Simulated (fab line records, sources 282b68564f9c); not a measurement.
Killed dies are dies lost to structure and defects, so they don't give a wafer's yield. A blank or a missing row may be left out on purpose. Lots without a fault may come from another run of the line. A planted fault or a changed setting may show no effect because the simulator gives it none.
A struck lot beside a sound one | flow rit_cmos | 16 steps out of a route of 202
Sound: wafers L925.1, L925.3, L925.4. Struck: wafers L927.2, L927.3, L927.4. The cause comes at the end.
At each step with rows: each side's tool, then ch and its chambers, then its first start. Under that, the readings that differ: sound wafers | struck wafers | difference of the means | sigmas: that difference in standard deviations of wafers without a fault.
alike: readings whose means differ by less than 2 such deviations, and words and numbers that are the same on both sides. not compared: withheld readings, readings that some wafer has no value for, bounds like >300 that may hide the same value, and numbers for which the record gives no deviation and whose values overlap.
The two part at a step that has a row with sigmas, a row that says differs or no value, or rows on one side only. Numbers that don't overlap but have no deviation are shown without sigmas and don't part them. A reading that every wafer of one side lacks parts them only if that side has two wafers or more.

RIT_SILICIDE_RTA_06: time 10 s, ramp up 5 s, ramp down 10 s.
  sound on rtp_anneal-01 ch 0, day 4 23:36; struck on rtp_anneal-01 ch 0, day 5 09:08
  alike: wafer_temp_C_max
RIT_CONTACT_CVD_00: deposits SiO2 from TEOS, target thk 400 nm, time 61 s.
  sound on pecvd-01 ch 1,2, day 4 23:40; struck on pecvd-04 ch 0,1,2, day 5 09:11
  alike: heater_power_w
RIT_CONTACT_THK_MEAS_01:
  sound on film_metro-02, day 4 23:43; struck on film_metro-02, day 5 09:15
  alike: CONTACT_TEOS_THK
then, 6 steps without rows for these wafers: RIT_CONTACT_HMDS_02 (prime time 60 s); RIT_CONTACT_COAT_03 (resist thk 1000 nm); RIT_CONTACT_SOFTBAKE_04 (time 60 s); RIT_CONTACT_EXPOSE_05 (exposes mask M11, target cd 1000 nm); RIT_CONTACT_PEB_06; RIT_CONTACT_DEVELOP_07 (develop time 120 s).
RIT_CONTACT_CD_MEAS_08: target cd 1000 nm.
  sound on cd_sem-01, day 5 00:49; struck on cd_sem-01, day 5 10:17
  alike: cd_nm
RIT_CONTACT_OVL_MEAS_09:
  sound on overlay-02, day 5 00:56; struck on overlay-01, day 5 10:24
  alike: CONTACT_OVL
then, 1 step without rows for these wafers: RIT_CONTACT_HARDBAKE_10 (time 60 s).
RIT_CONTACT_ETCH_11: etches SiO2 in CHF3/CF4/Ar, stops on TiSi2, target depth 480 nm, time 320 s.
  sound on rie_diel-02 ch 1,2, day 5 01:07; struck on rie_diel-04 ch 0,2,3, day 5 10:35
  no value came back on the struck wafers for any of 6 readings (CHF3_flow_sccm (sccm), O2_flow_sccm (sccm) and others); on the sound wafers CHF3_flow_sccm (sccm) reads 50.05 50.11 49.95
  reading                                      | sound             | struck          | difference | sigmas
  model.NOVOLAK_of_CONTACT_COAT_03.thk_nm (nm) | 767.1 768.5 770.9 | 884 883.2 883.6 | +115       |
  not compared: rf_hours_counter_h
RIT_CONTACT_STRIP_12: strips in O2, time 187.2 s.
  sound on plasma_asher-01 ch 0,1, day 5 01:19; struck on plasma_asher-03 ch 0,1, day 5 10:46
  alike: drypump_motor_current_A
  not compared: rf_hours_counter_h
RIT_CONTACT_CD_MEAS_90: target cd 1000 nm.
  sound on cd_sem-02, day 5 01:29; struck on cd_sem-01, day 5 10:58
  reading    | sound             | struck | difference                    | sigmas
  cd_nm (nm) | 998.0 998.9 999.4 | - - -  | no value on the struck wafers |
then, 1 step without rows for these wafers: RIT_CONTACT_CLEAN_13 (cleans in SC1, time 600 s).

WHERE THEY PART
First at RIT_CONTACT_ETCH_11; last, within this record, at RIT_CONTACT_CD_MEAS_90.

WHY: what the simulator had put in
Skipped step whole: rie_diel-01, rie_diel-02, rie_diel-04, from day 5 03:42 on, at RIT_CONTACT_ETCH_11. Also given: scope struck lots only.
